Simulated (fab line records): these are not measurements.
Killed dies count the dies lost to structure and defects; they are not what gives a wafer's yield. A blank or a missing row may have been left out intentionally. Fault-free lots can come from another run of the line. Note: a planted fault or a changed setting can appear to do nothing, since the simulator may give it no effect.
fab line records    flow rit_cmos
record: lots: 6  wafers: 18  last_day: 7
route steps=202 shown NSD@135 PSD@142
lots untouched by any fault: they come from a run of this same line in which no faults occurred
start_h: the number of hours between the record's first day and the start of the first shown wafer of the lot    wait_h: hours since the lot's step before    " unchanged from the row above    L1.1+2: a row that stands for several wafers    - either no value or no given start    * or withheld: withheld    < > ~ a bound
route shown NAME@n: NAME is a module with steps in the file, n the number in the route of the first one    usual: mean/standard deviation taken from wafers without a fault    same: alike in all rows    chamber/n: place in a boat    sites: each site's reading    _std_site: the standard deviation of these    _edge_site: outer sites' mean less inner sites'    radius_mm: how far each site lies from the wafer's centre    mask NAME#n: copy n    behind: tool/chamber where the wafer was last shaped    hold: reason for holding the lot/hours on hold/outcome of the hold    device: which transistor (n, p or np) failed to switch    end of line: the same wafers' tests at the end of the route    where a step has no rows: the recipe by itself    killed: at the first sort, the dies lost to defects and structure; wafer yield is something else    map: dies across one wafer; x = killed, . = not, _ = none there
set.NAME: the setting as run; set.NAME@STEP: as run at that earlier step    model.NAME: the simulator's own value behind a step, which no gauge read
certain route steps with their lots: each step a table, each wafer a row
services: a tool's chamber out of use, with start hour (start_h, from the record's first day; less than 0 if before it), hours out, and reason
== steps ==
step: RIT_NSD_PEB_04
recipe: resist: NOVOLAK  temp_c: withheld  time_s: withheld
step: RIT_NSD_DEVELOP_05
recipe: resist: NOVOLAK  develop_time_s: 50  dev_temp_c: 23
step: RIT_NSD_OVL_MEAS_06
usual: NSD_OVL: 0.6/1.4
lot.wafer  tool        chamber  start_h  wait_h  NSD_OVL[nm]
L560.3     overlay-01  -        57.29    -       -0.4
L560.4     "           -        "        "       -2.7
L560.5     "           -        "        "       0.1
L570.1     overlay-02  -        109.94   -       0.3
L570.3     "           -        "        "       0.4
L570.6     "           -        "        "       -1.4
L577.2     overlay-01  -        140.90   -       1.1
L577.3     "           -        "        "       2.4
L577.6     "           -        "        "       1.6
L578.1     overlay-01  -        142.93   -       -0.9
L578.2     "           -        "        "       -0.1
L578.3     "           -        "        "       -0.3
L581.1     overlay-01  -        162.37   -       1.5
L581.3     "           -        "        "       2.3
L581.5     "           -        "        "       1.7
L582.1     overlay-01  -        166.26   -       -0.2
L582.3     "           -        "        "       1.7
L582.6     "           -        "        "       1.2
step: RIT_NSD_HARDBAKE_07
recipe: resist: NOVOLAK  temp_c: 140  time_s: 60
step: RIT_NSD_IMPLANT_08
recipe: species: P  energy_kev: 25  dose_cm2: 1e+15  tilt_deg: 7
step: RIT_NSD_STRIP_09
recipe: chemistry: O2  time_s: 180  resist: NOVOLAK  platen_temp_c: withheld  power_w: 500  pressure_mtorr: 4000  o2_flow_sccm: 4000
usual: drypump_motor_current_A: 5.8/0.34
lot.wafer  tool             chamber  start_h  wait_h  drypump_motor_current_A  rf_hours_counter_h
L560.3     plasma_asher-02  1        57.67    0.1     5.8                      -
L560.4     "                0        "        "       5.7                      -
L560.5     "                0        "        "       5.7                      -
L570.1     plasma_asher-04  0        110.42   0.3     6.0                      51
L570.3     "                1        "        "       5.7                      -
L570.6     "                1        "        "       5.8                      -
L577.2     plasma_asher-04  0        141.23   0.1     6.1                      55
L577.3     "                1        "        "       5.8                      -
L577.6     "                0        "        "       6.0                      -
L578.1     plasma_asher-02  1        143.26   0.1     5.7                      3
L578.2     "                0        "        "       5.7                      3
L578.3     "                1        "        "       5.8                      -
L581.1     plasma_asher-04  0        162.70   0.1     6.0                      57
L581.3     "                0        "        "       6.0                      -
L581.5     "                0        "        "       6.0                      -
L582.1     plasma_asher-03  0        166.78   0.1     6.4                      31
L582.3     "                0        "        "       6.4                      -
L582.6     "                1        "        "       4.9                      -
step: RIT_NSD_TW_MEAS_10
usual: NSD_TW: 3173/18
lot.wafer  tool           chamber  start_h  wait_h  NSD_TW
L560.3     film_metro-04  -        57.81    0.1     3178
L560.4     "              -        "        "       3169
L560.5     "              -        "        "       3179
L570.1     film_metro-02  -        110.60   0.1     3177
L570.3     "              -        "        "       3167
L570.6     "              -        "        "       3173
L577.2     film_metro-04  -        141.42   0.1     3201
L577.3     "              -        "        "       3190
L577.6     "              -        "        "       3219
L578.1     film_metro-03  -        143.44   0.1     3163
L578.2     "              -        "        "       3149
L578.3     "              -        "        "       3165
L581.1     film_metro-04  -        162.88   0.1     3181
L581.3     "              -        "        "       3195
L581.5     "              -        "        "       3190
L582.1     film_metro-03  -        166.96   0.1     3148
L582.3     "              -        "        "       3151
L582.6     "              -        "        "       3137
step: RIT_PSD_HMDS_00
recipe: prime_time_s: 60  prime_temp_c: 140
step: RIT_PSD_COAT_01
recipe: resist: NOVOLAK  spin_rpm: 3250  resist_thk_nm: 1000
step: RIT_PSD_SOFTBAKE_02
recipe: resist: NOVOLAK  temp_c: 88.81  time_s: 60
step: RIT_PSD_EXPOSE_03
recipe: mask_id: M10  na: 0.57  target_cd_nm: 40900  dose_mj: 250
step: RIT_PSD_PEB_04
recipe: resist: NOVOLAK  temp_c: withheld  time_s: withheld
step: RIT_PSD_DEVELOP_05
recipe: resist: NOVOLAK  develop_time_s: 50  dev_temp_c: 23
usual: chill_plate_temp_C: 23.01/0.11  develop_time_s: 50/0
lot.wafer  tool            chamber  start_h  wait_h  chill_plate_temp_C  develop_time_s
L560.3     litho_track-03  0        58       -       22.92               50
L560.4     "               0        "        "       23.00               50
L560.5     "               0        "        "       22.72               50
L570.1     litho_track-02  0        111      -       23.19               50
L570.3     "               0        "        "       23.07               50
L570.6     "               0        "        "       23.08               50
L577.2     litho_track-03  -        142      -       -                   -
L577.3     "               -        "        "       -                   -
L577.6     "               -        "        "       -                   -
L578.1     litho_track-03  -        144      -       -                   -
L578.2     "               -        "        "       -                   -
L578.3     "               -        "        "       -                   -
L581.1     litho_track-02  0        163      -       23.12               50
L581.3     "               0        "        "       22.96               50
L581.5     "               0        "        "       23.02               50
L582.1     litho_track-04  0        167      -       22.94               50
L582.3     "               0        "        "       23.08               50
L582.6     "               0        "        "       22.88               50
step: RIT_PSD_OVL_MEAS_06
usual: PSD_OVL: -0.1/1.3
lot.wafer  tool        chamber  start_h  wait_h  PSD_OVL[nm]
L560.3     overlay-02  -        58.71    -       -1.6
L560.4     "           -        "        "       -0.4
L560.5     "           -        "        "       -1.0
L570.1     overlay-01  -        111.51   -       -1.0
L570.3     "           -        "        "       -0.5
L570.6     "           -        "        "       -0.8
L577.2     overlay-01  -        142.35   -       -
L577.3     "           -        "        "       -
L577.6     "           -        "        "       -
L578.1     overlay-01  -        144.35   -       -
L578.2     "           -        "        "       -
L578.3     "           -        "        "       -
L581.1     overlay-01  -        163.91   -       0.9
L581.3     "           -        "        "       0.8
L581.5     "           -        "        "       1.0
L582.1     overlay-02  -        167.89   -       -1.2
L582.3     "           -        "        "       -1.3
L582.6     "           -        "        "       -1.0
== services ==
tool             chamber  start_h  hours  kind
plasma_asher-03  -        41.25    0.8    repair
plasma_asher-03  -        99.91    28.1   pm
plasma_asher-02  -        108.75   9.0    pm
plasma_asher-02  0        108.75   9.0    vent_cycle
plasma_asher-02  1        108.75   9.0    vent_cycle
plasma_asher-02  0        117.75   -      clean
plasma_asher-02  1        117.75   -      clean
plasma_asher-03  -        136.23   5.4    repair
plasma_asher-04  -        166.80   0.8    repair
== key ==
first_sign: step: RIT_PSD_DEVELOP_05  reading: tool_record  direction: missing
effect none on later readings
met_at RIT_PSD_DEVELOP_05
struck_wafers L577.2,L577.3,L577.6,L578.1,L578.2,L578.3
sort_left_out L577.2,L577.3,L577.6,L578.1,L578.2,L578.3
tester_left_out L577,L578
onset_between 58 142
fault: kind: skipped_step_whole  tool: litho_track-03  chamber: -  onset_h: 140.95  steps: RIT_PSD_DEVELOP_05  scope: struck_lots_only
tester_left_out: of these lots the tester's yield and bins aren't shown, on N5 and GAA mostly nor the transistor test; their killed dies are dies lost to structure and defects alone, not to doping, threshold or leakage, so they don't give the yield
sort_left_out: the simulated sort isn't trusted on such a fault, so these wafers' sort isn't shown, and their yield isn't known
